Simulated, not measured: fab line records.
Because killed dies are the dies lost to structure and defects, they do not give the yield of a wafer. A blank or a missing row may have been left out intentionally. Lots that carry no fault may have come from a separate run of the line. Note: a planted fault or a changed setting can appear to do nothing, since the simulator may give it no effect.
Which tool did it? | flow berkeleyCmos170 | Sampling: 13 lots, 39 wafers, 6 of 331 route steps

## WHAT THE GAUGES READ, wafer by wafer
UCB170_M2_OVL_MEAS_16. Usual: M2_OVL -2 nm, standard deviation 5.
lot  | measured     | on         | M2_OVL (nm) | flag
L280 | day 8 06:59  | overlay-02 | -8 -6 -6    | 
L281 | day 8 20:17  | overlay-01 | -8 -13 -8   | 
L282 | day 8 22:35  | overlay-02 | 3 1 2       | 
L284 | day 9 09:53  | overlay-01 | 1 3 0       | 
L285 | day 9 12:26  | overlay-01 | 1 0 -6      | 
L286 | day 10 01:59 | overlay-02 | -6 -11 -5   | 
L292 | day 11 06:32 | overlay-01 | -2 -2 -2    | 
L296 | day 11 23:19 | overlay-01 | -1 0 -8     | 
L297 | day 12 09:52 | overlay-02 | 6 3 2       | 
L300 | day 12 23:16 | overlay-01 | -2 9 3      | 
L302 | day 13 00:05 | overlay-01 | 3 6 3       | 
L299 | day 13 05:08 | overlay-02 | -4 3 7      | 
L303 | day 13 19:49 | overlay-02 | 5 -4 -7     | 

UCB170_M2_CD_MEAS_90: the cd target is 700 nm. Usual: 700.4 nm for cdNm, sd 3.
lot  | measured     | on       | cdNm (nm)         | flag
L280 | day 8 07:21  | cdSem-02 | 695.9 700.1 697.2 | 
L281 | day 8 20:39  | cdSem-01 | 700.2 701.4 697.2 | 
L282 | day 8 22:58  | cdSem-01 | 697.4 699.6 700.5 | 
L284 | day 9 10:16  | cdSem-01 | 700.2 707.8 705.1 | 
L285 | day 9 12:49  | cdSem-01 | 705.2 700.4 701.7 | 
L286 | day 10 02:20 | cdSem-01 | 719.7 699.2 719.2 | OFF
L292 | day 11 06:55 | cdSem-01 | 702.3 723.6 723.3 | OFF
L296 | day 11 23:41 | cdSem-02 | 703.6 702.9 701.5 | 
L297 | day 12 10:15 | cdSem-02 | 696.9 699.4 702.0 | 
L300 | day 12 23:39 | cdSem-01 | 700.3 697.6 695.3 | 
L302 | day 13 00:28 | cdSem-02 | 703.5 703.5 702.7 | 
L299 | day 13 05:34 | cdSem-01 | 698.9 697.5 700.6 | 
L303 | day 13 20:13 | cdSem-01 | 703.5 695.8 701.8 | 

UCB170_V2_CD_MEAS_12: the cd target is 700 nm. Usual: 699.8 nm for cdNm, sd 1.2.
lot  | measured     | on       | cdNm (nm)         | flag
L280 | day 8 09:47  | cdSem-01 | 698.6 699.9 700.4 | 
L281 | day 8 22:46  | cdSem-02 | 702.0 700.5 699.5 | 
L282 | day 9 01:05  | cdSem-02 | 700.9 701.9 701.7 | 
L284 | day 9 12:07  | cdSem-02 | 697.5 699.2 699.4 | 
L285 | day 9 16:07  | cdSem-02 | 700.4 701.5 700.5 | 
L286 | day 10 04:20 | cdSem-01 | 698.8             | 
L292 | day 11 08:52 | cdSem-02 | 700.0             | 
L296 | day 12 01:54 | cdSem-01 | 698.8 699.0 698.4 | 
L297 | day 12 12:20 | cdSem-01 | 700.0 700.8 699.2 | 
L300 | day 13 02:23 | cdSem-01 | 699.4 700.2 700.3 | 
L302 | day 13 02:59 | cdSem-02 | 699.3 699.2 699.3 | 
L299 | day 13 07:35 | cdSem-02 | 702.2 703.1 701.0 | 
L303 | day 13 23:19 | cdSem-01 | 701.2 701.2 702.3 | 

## EACH LOT AND THE TOOL THAT RAN IT (in order: tool; ch and the chambers of the sampled wafers; start)
lot  | UCB170_M1_ETCH_11                 | UCB170_M2_METAL_ETCH_18          | UCB170_M2_STRIP_19
L280 | rieDiel-03 ch 0,2,3, day 8 00:11  | rieMetal-02 ch 0,1, day 8 07:04  | plasmaAsher-02 ch 0,1, day 8 07:15
L281 | rieDiel-04 ch 0,1,2, day 8 13:16  | rieMetal-02 ch 0,1, day 8 20:22  | plasmaAsher-02 ch 0, day 8 20:33
L282 | rieDiel-03 ch 0,1,2, day 8 14:17  | rieMetal-03 ch 0,1, day 8 22:39  | plasmaAsher-03 ch 0,1, day 8 22:50
L284 | rieDiel-03 ch 1,2,3, day 9 03:31  | rieMetal-01 ch 0,1, day 9 09:58  | plasmaAsher-01 ch 0,1, day 9 10:10
L285 | rieDiel-04 ch 1,2,3, day 9 06:07  | rieMetal-03 ch 0,1, day 9 12:31  | plasmaAsher-03 ch 0,1, day 9 12:43
L286 | rieDiel-01 ch 1,2,3, day 9 17:34  | rieMetal-03 ch 0,1, day 10 02:04 | plasmaAsher-02 ch 0,1, day 10 02:14
L292 | rieDiel-04 ch 0,2, day 10 22:53   | rieMetal-03 ch 0,1, day 11 06:36 | plasmaAsher-02 ch 0, day 11 06:47
L296 | rieDiel-03 ch 1,3, day 11 13:28   | rieMetal-01 ch 0,1, day 11 23:23 | plasmaAsher-01 ch 0,1, day 11 23:34
L297 | rieDiel-01 ch 1,3, day 12 03:26   | rieMetal-02 ch 0,1, day 12 09:59 | plasmaAsher-03 ch 0,1, day 12 10:09
L300 | rieDiel-03 ch 0,2,3, day 12 16:23 | rieMetal-02 ch 0,1, day 12 23:20 | plasmaAsher-03 ch 0,1, day 12 23:32
L302 | rieDiel-01 ch 0,1,3, day 12 17:38 | rieMetal-01 ch 1, day 13 00:09   | plasmaAsher-02 ch 0,1, day 13 00:20
L299 | rieDiel-04 ch 0,3, day 12 18:02   | rieMetal-02 ch 0,1, day 13 05:16 | plasmaAsher-03 ch 0,1, day 13 05:25
L303 | rieDiel-03 ch 0,1, day 13 11:59   | rieMetal-03 ch 0,1, day 13 19:56 | plasmaAsher-01 ch 0,1, day 13 20:05
- UCB170_M1_ETCH_11: etches BARC in N2/H2.
- UCB170_M2_METAL_ETCH_18: etches Al in Cl2/BCl3, stops on SiO2, target depth 1170 nm, time 195 s.
- UCB170_M2_STRIP_19: strips in O2.

## AS READ BY THE TOOLS THEMSELVES (means over the sampled wafers that have a number; for cases with no such wafer, the mark the record gives instead)
UCB170_M1_ETCH_11. Usual: drypumpMotorCurrentA 5.7 A, standard deviation 0.46; n2FlowSccm 100.1 sccm, standard deviation 0.32; oesProductAu 1.006 a.u., standard deviation 0.024; throttleValvePct 13.38 %, standard deviation 0.2.
lot  | tool       | drypumpMotorCurrentA (A) | n2FlowSccm (sccm) | oesProductAu (a.u.) | throttleValvePct (%) | flag
L280 | rieDiel-03 | 5.3                      | 100.2             | 1.026               | 13.35                | 
L281 | rieDiel-04 | 6.0                      | 99.7              | 0.995               | 13.36                | 
L282 | rieDiel-03 | 5.2                      | 100.3             | 1.030               | 13.44                | 
L284 | rieDiel-03 | 5.6                      | 100.0             | 1.022               | 13.34                | 
L285 | rieDiel-04 | 5.8                      | 100.1             | 0.994               | 13.42                | 
L286 | rieDiel-01 | 6.1                      | 100.2             | 1.009               | 13.30                | 
L292 | rieDiel-04 | 6.1                      | 100.0             | 0.987               | 13.34                | 
L296 | rieDiel-03 | 5.7                      | 100.1             | 1.016               | 13.22                | 
L297 | rieDiel-01 | 6.2                      | 100.4             | 1.010               | 13.32                | 
L300 | rieDiel-03 | 5.3                      | 99.9              | 1.020               | 13.34                | 
L302 | rieDiel-01 | 5.9                      | 99.6              | 1.008               | 13.46                | 
L299 | rieDiel-04 | 5.9                      | 100.0             | 0.985               | 13.29                | 
L303 | rieDiel-03 | 5.0                      | 100.1             | 1.018               | 13.30                | 

UCB170_M2_METAL_ETCH_18. Usual: drypumpMotorCurrentA 5.77 A, standard deviation 0.25; oesProductAu 0.858 a.u., standard deviation 0.011; throttleValvePct 24.53 %, standard deviation 0.16.
lot  | tool        | drypumpMotorCurrentA (A) | oesProductAu (a.u.) | throttleValvePct (%) | flag
L280 | rieMetal-02 | 5.93                     | 0.855               | 24.61                | 
L281 | rieMetal-02 | 5.94                     | 0.853               | 24.61                | 
L282 | rieMetal-03 | 5.71                     | 0.862               | 24.63                | 
L284 | rieMetal-01 | 5.73                     | 0.855               | 24.32                | 
L285 | rieMetal-03 | 5.72                     | 0.866               | 24.64                | 
L286 | rieMetal-03 | 5.71                     | 0.736               | 24.70                | OFF
L292 | rieMetal-03 | 5.73                     | 0.731               | 24.69                | OFF
L296 | rieMetal-01 | 5.54                     | 0.860               | 24.34                | 
L297 | rieMetal-02 | 6.04                     | 0.845               | 24.48                | 
L300 | rieMetal-02 | 6.05                     | 0.846               | 24.49                | 
L302 | rieMetal-01 | 5.33                     | 0.877               | 24.37                | 
L299 | rieMetal-02 | 6.05                     | 0.842               | 24.49                | 
L303 | rieMetal-03 | 5.69                     | 0.866               | 24.62                | 

UCB170_M2_STRIP_19. Usual: drypumpMotorCurrentA 5.87 A, standard deviation 0.26; oesProductAu 0.553 a.u., standard deviation 0.021.
lot  | tool           | drypumpMotorCurrentA (A) | oesProductAu (a.u.) | flag
L280 | plasmaAsher-02 | 5.81                     | 0.543               | 
L281 | plasmaAsher-02 | 6.20                     | 0.545               | 
L282 | plasmaAsher-03 | 5.81                     | 0.572               | 
L284 | plasmaAsher-01 | 5.70                     | 0.561               | 
L285 | plasmaAsher-03 | 5.82                     | 0.573               | 
L286 | plasmaAsher-02 | 6.02                     | 0.665               | OFF
L292 | plasmaAsher-02 | 6.20                     | 0.671               | OFF
L296 | plasmaAsher-01 | 5.95                     | 0.554               | 
L297 | plasmaAsher-03 | 5.87                     | 0.530               | 
L300 | plasmaAsher-03 | 5.85                     | 0.528               | 
L302 | plasmaAsher-02 | 6.00                     | 0.530               | 
L299 | plasmaAsher-03 | 5.85                     | 0.523               | 
L303 | plasmaAsher-01 | 5.96                     | 0.565               | 

## THE ANSWER, worked out from the rows above alone
Rule: a lot is off if the mean of its wafers that have a number lies more than 3 standard deviations from the usual mean. A lot without any number at a reading at which 4 lots or more have one is off too. Where the step has rows for the other lots, those lots are counted as sound. The gauges are gone through in route order, then the tools' own readings, and for those a lot's mean is taken as printed above. The first step at which some lot is off is used, and at that step the reading that is off furthest; a lot without a number counts as furthest.
Off: L286, L292, at UCB170_M2_CD_MEAS_90 (cdNm).
If a tool, at a process step before that reading, ran all the lots that are off and no sound lot after the first of them, it fits. The gauges at UCB170_M2_CD_MEAS_90 aren't tried: what is off there is off at UCB170_M2_METAL_ETCH_18 too, on other tools, and a gauge's error can't cause that. Not one of the candidates tried fits.

## WHAT THE SIMULATOR HAD INSERTED
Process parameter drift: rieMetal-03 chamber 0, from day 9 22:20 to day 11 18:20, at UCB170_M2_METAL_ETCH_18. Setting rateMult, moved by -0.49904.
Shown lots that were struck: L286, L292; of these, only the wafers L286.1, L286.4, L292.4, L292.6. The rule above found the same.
